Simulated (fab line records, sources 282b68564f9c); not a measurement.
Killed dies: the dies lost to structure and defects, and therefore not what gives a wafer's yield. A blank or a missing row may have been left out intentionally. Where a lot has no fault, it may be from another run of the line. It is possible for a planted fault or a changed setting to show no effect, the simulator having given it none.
Which tool is to blame? :: flow rit_cmos :: 13 lots, 39 wafers sampled, at 1 step of a route of 202

WHAT EACH GAUGE READ, for each wafer
RIT_SILICIDE_THK_MEAS_03: measures by xrf.
lot: L926
measured: day 3 01:34
on: film_metro-04
SILICIDE_TI_THK (nm): 31.34 31.08 31.53

lot: L927
measured: day 3 06:38
on: film_metro-04
SILICIDE_TI_THK (nm): 31.64 31.66 31.60

lot: L928
measured: day 3 13:04
on: film_metro-04
SILICIDE_TI_THK (nm): 31.03 31.20 31.41

lot: L929
measured: day 3 17:59
on: film_metro-01
SILICIDE_TI_THK (nm): 31.24 31.42 31.48

lot: L930
measured: day 3 23:44
on: film_metro-02
SILICIDE_TI_THK (nm): 31.67 31.81 31.54

lot: L931
measured: day 4 04:23
on: film_metro-01
SILICIDE_TI_THK (nm): 31.58 31.28 31.71

lot: L932
measured: day 4 07:31
on: film_metro-04
SILICIDE_TI_THK (nm): 30.96 30.84 31.34

lot: L933
measured: day 4 13:58
on: film_metro-04
SILICIDE_TI_THK (nm): 30.93 30.97 30.97

lot: L944
measured: day 6 22:14
on: film_metro-01
SILICIDE_TI_THK (nm): 32.59 32.81 33.11 32.87 32.88 32.97

lot: L945
measured: day 7 07:05
on: film_metro-01
SILICIDE_TI_THK (nm): 33.17 33.13 33.05 33.17 33.23 33.28

lot: L946
measured: day 7 12:24
on: film_metro-04
SILICIDE_TI_THK (nm): 31.69 31.39 31.34

lot: L947
measured: day 7 14:46
on: film_metro-04
SILICIDE_TI_THK (nm): 31.72 31.64 31.37

lot: L949
measured: day 7 23:51
on: film_metro-02
SILICIDE_TI_THK (nm): 31.80 31.88 31.64

WHICH TOOL RAN EACH LOT (tool, then ch and the chambers of the sampled wafers, then the start)
Before these readings, the record contains no process step.

WHAT THE TOOLS THEMSELVES READ (means of the sampled wafers that have a number; where no wafer has one, the mark that the record gives instead)
The record holds no such reading with a usual standard deviation.

THE ANSWER, worked out from the rows above alone
Rule: the usual values come from the lots themselves. Put in order of their means at a reading, lots are off if they are a third of the lots or fewer, leave a main group of 4 or more, and stand apart from it by a gap of 3 or more times the standard deviation of the main group's means; of several such gaps the widest counts. Not used: any main group whose means are identical at the precision the tables above print for the reading. A lot without any number at a reading at which 4 lots or more have one is off too. Where the step has rows for the other lots, those lots are counted as sound. The gauges are gone through in route order, then the tools' own readings, and for those a lot's mean is taken as printed above. At the first step where some lot is off, the reading lying furthest off is the one used; lots without a number count as furthest.
Off: at RIT_SILICIDE_THK_MEAS_03 (SILICIDE_TI_THK), L944, L945. Main group: mean 31.42 nm, sd 0.25.
If a tool, at a process step before that reading, ran all the lots that are off and no sound lot after the first of them, it fits. The gauges at RIT_SILICIDE_THK_MEAS_03 are tried like those tools. One fits: RIT_SILICIDE_THK_MEAS_03 on film_metro-01. A fault onset in the window from L931 (day 4 04:23, its last sound lot) to L944 (day 6 22:14, its first lot off) fits.

WHAT WAS PUT IN BY THE SIMULATOR
Metrology matching offset: film_metro-01, from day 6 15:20 on, at RIT_SILICIDE_THK_MEAS_03. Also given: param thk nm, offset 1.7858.
Struck lots among those shown: L944, L945. The rule above reached the same finding.
